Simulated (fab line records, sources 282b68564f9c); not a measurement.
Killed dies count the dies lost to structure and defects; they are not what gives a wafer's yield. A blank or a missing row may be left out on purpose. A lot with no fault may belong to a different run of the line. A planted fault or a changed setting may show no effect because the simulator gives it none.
A struck lot beside a sound one ; flow rit-cmos ; 15 out of 202 route steps
Sound: these wafers, L881.2, L881.5, L881.6. Struck: wafers L876.3, L876.4, L876.5. The cause comes at the end.
Per side, at each step with rows, come the tool, then ch with its chambers, and then its first start. Under that, the readings that differ: sound wafers ; struck wafers ; difference of the means ; sigmas: that difference in standard deviations of wafers without a fault.
alike: readings whose means differ by less than 2 such deviations, and words and numbers that are the same on both sides. not compared: withheld readings, readings that some wafer has no value for, bounds like >300 that may hide the same value, and numbers for which the record gives no deviation and whose values overlap.
A row with sigmas, a row that says differs or no value, or rows on one side alone: a step with any of these is where the two part. Non-overlapping numbers with no deviation appear without sigmas and do not part them. Lack of a reading on every wafer of one side parts them only where that side has two or more wafers.

RIT_GATE_THK_MEAS_07:
  struck on film-metro-01, day 5 22:21; sound on film-metro-01, day 7 01:53
  alike: GATE_OXIDE_THK
then, 1 step without rows for these wafers: RIT_GATE_CVD_08 (deposits poly-Si from SiH4, target thk 250 nm, time 2220 s).
RIT_GATE_THK_MEAS_09:
  struck on film-metro-04, day 6 00:10; sound on film-metro-03, day 7 03:34
  alike: GATE_POLY_THK
then, 6 steps without rows for these wafers: RIT_GATE_HMDS_10 (prime time 60 s); RIT_GATE_COAT_11 (resist thk 850 nm); RIT_GATE_SOFTBAKE_12 (time 60 s); RIT_GATE_EXPOSE_13 (exposes mask M6, target cd 150 nm); RIT_GATE_PEB_14; RIT_GATE_DEVELOP_15 (develop time 50 s).
RIT_GATE_CD_MEAS_16: target cd 150 nm.
  struck on cd-sem-01, day 6 01:11; sound on cd-sem-01, day 7 04:37
  alike: cd-nm
RIT_GATE_OVL_MEAS_17:
  struck on overlay-01, day 6 01:16; sound on overlay-02, day 7 04:43
  alike: GATE_OVL
then, 1 step without rows for these wafers: RIT_GATE_HARDBAKE_18 (time 60 s).
RIT_GATE_ETCH_19: etches poly-Si in SF6/CHF3/O2, stops on SiO2, time 165 s, target depth 312.5 nm.
  sound on rie-si-02 ch 0,2,3, day 7 04:53; struck on rie-si-01 ch 0,2, day 6 01:26
  no value came back on the struck wafers for any of 5 readings (CHF3_flow_sccm (sccm), O2_flow_sccm (sccm) and others); on the sound wafers CHF3_flow_sccm (sccm) reads 29.97 29.95 29.93
reading;sound;struck;difference;sigmas
model.NOVOLAK_of_GATE_COAT_11.thk-nm (nm);671.4 676 671.6;752.2 753.3 752.5;+79.7;
model.SiO2_of_FOX2_OXIDATION_00.thk-nm (nm);244.2 243.8 243.2;254.1 253.4 256.2;+10.8;
  not compared: rf-hours-counter-h
RIT_GATE_STRIP_20: strips in O2, time 180 s.
  sound on plasma-asher-01 ch 0,1, day 7 05:00; struck on plasma-asher-03 ch 0,1, day 6 01:37
  alike: drypump-motor-current-A
  not compared: rf-hours-counter-h
RIT_GATE_CD_MEAS_90: target cd 150 nm.
  struck on cd-sem-02, day 6 01:46; sound on cd-sem-01, day 7 05:12
reading;sound;struck;difference;sigmas
cd-nm (nm);147.2 149.8 148.0;- - -;no value on the struck wafers;

WHERE THEY PART
Earliest at RIT_GATE_ETCH_19; latest, in this record, at RIT_GATE_CD_MEAS_90.

WHY: the cause the simulator had injected
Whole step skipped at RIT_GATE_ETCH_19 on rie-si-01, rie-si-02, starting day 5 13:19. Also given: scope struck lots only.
